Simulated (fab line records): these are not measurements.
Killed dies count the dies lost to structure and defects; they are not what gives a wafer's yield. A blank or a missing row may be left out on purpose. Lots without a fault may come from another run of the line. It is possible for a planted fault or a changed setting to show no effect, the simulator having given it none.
The same fault as seen by 2 desks || flow berkeley cmos170 || each desk has only its own numbers; what lay behind them comes last

== DESK OF THE TOOL OWNER: pvd sputter-02 ==
The tool's own readings at UCB170_M2_SPUTTER_01 (material Al, target thk 900 nm, time 120 s): means of the sampled wafers that have a number, for each lot that ran on this tool. Any lot whose mean is over 4 standard deviations away from the usual mean is out of limits and marked OUT; that distance is given in the brackets.
Columns: A = throttle valve pct at UCB170_M2_SPUTTER_01, usual 30.2 %
{"lot": "L735", "first seen here": "day 7 18:58", "A": 30.2}
{"lot": "L737", "first seen here": "day 7 19:30", "A": 29.8}
{"lot": "L740", "first seen here": "day 8 22:30", "A": 30.0}
{"lot": "L741", "first seen here": "day 9 14:44", "A": 30.2}
{"lot": "L750", "first seen here": "day 10 17:31", "A": 30.3}
This desk found nothing out of limits on any of the 5 lots.

== AT THE METROLOGY DESK ==
What the gauges read, lot by lot, whatever tool the lot ran on: means of the sampled wafers that have a number. Any lot whose mean is over 4 standard deviations away from the usual mean is out of limits and marked OUT; that distance is given in the brackets.
Columns: A = M2_AL_RS at UCB170_M2_RS_MEAS_02, usual 0.03216 ohm/sq; B = M2_AL_THK at UCB170_M2_THK_MEAS_03, usual 895 nm
{"lot": "L735", "first seen here": "day 7 19:02", "A": 0.03232, "B": 884}
{"lot": "L738", "first seen here": "day 7 19:13", "A": 0.03215, "B": 893}
{"lot": "L734", "first seen here": "day 7 19:29", "A": 0.03192, "B": 904}
{"lot": "L737", "first seen here": "day 7 19:37", "A": 0.03205, "B": 891}
{"lot": "L736", "first seen here": "day 7 19:52", "A": 0.03238, "B": 892}
{"lot": "L739", "first seen here": "day 8 09:07", "A": 0.03242, "B": 888}
{"lot": "L740", "first seen here": "day 8 22:35", "A": 0.03198, "B": 904}
{"lot": "L742", "first seen here": "day 9 12:44", "A": 0.03228, "B": 891}
{"lot": "L741", "first seen here": "day 9 14:49", "A": "0.03033 (-6.5) OUT", "B": "951 (+6.5) OUT"}
{"lot": "L744", "first seen here": "day 9 15:25", "A": 0.03225, "B": 893}
{"lot": "L750", "first seen here": "day 10 17:37", "A": "0.02997 (-7.8) OUT", "B": "959 (+7.5) OUT"}
{"lot": "L753", "first seen here": "day 11 04:38", "A": 0.03208, "B": 898}
{"lot": "L754", "first seen here": "day 11 08:51", "A": 0.03216, "B": 901}
{"lot": "L757", "first seen here": "day 12 19:49", "A": 0.03225, "B": 896}
Finding of this desk: L741, L750 out of limits, first seen on L741 at day 9 14:49 (M2_AL_RS at UCB170_M2_RS_MEAS_02). In limits: L735, L738, L734, L737, L736, L739, L740, L742, L744, L753, L754, L757.

== PUT TOGETHER ==
L741, L750 would have let the metrology desk raise an alarm at day 9 14:49.
The tool owner's desk saw nothing out of limits.
On record at the tool owner's desk: L741, L750, within its limits.
Of the lots named, all ran UCB170_M2_SPUTTER_01 on pvd sputter-02.

== WHAT HAD BEEN PUT IN BY THE SIMULATOR ==
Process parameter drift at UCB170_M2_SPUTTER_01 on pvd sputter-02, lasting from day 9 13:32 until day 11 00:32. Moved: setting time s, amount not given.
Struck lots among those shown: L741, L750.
Delay in hours, fault start to first out-of-limits reading, per desk: metrology desk 1.
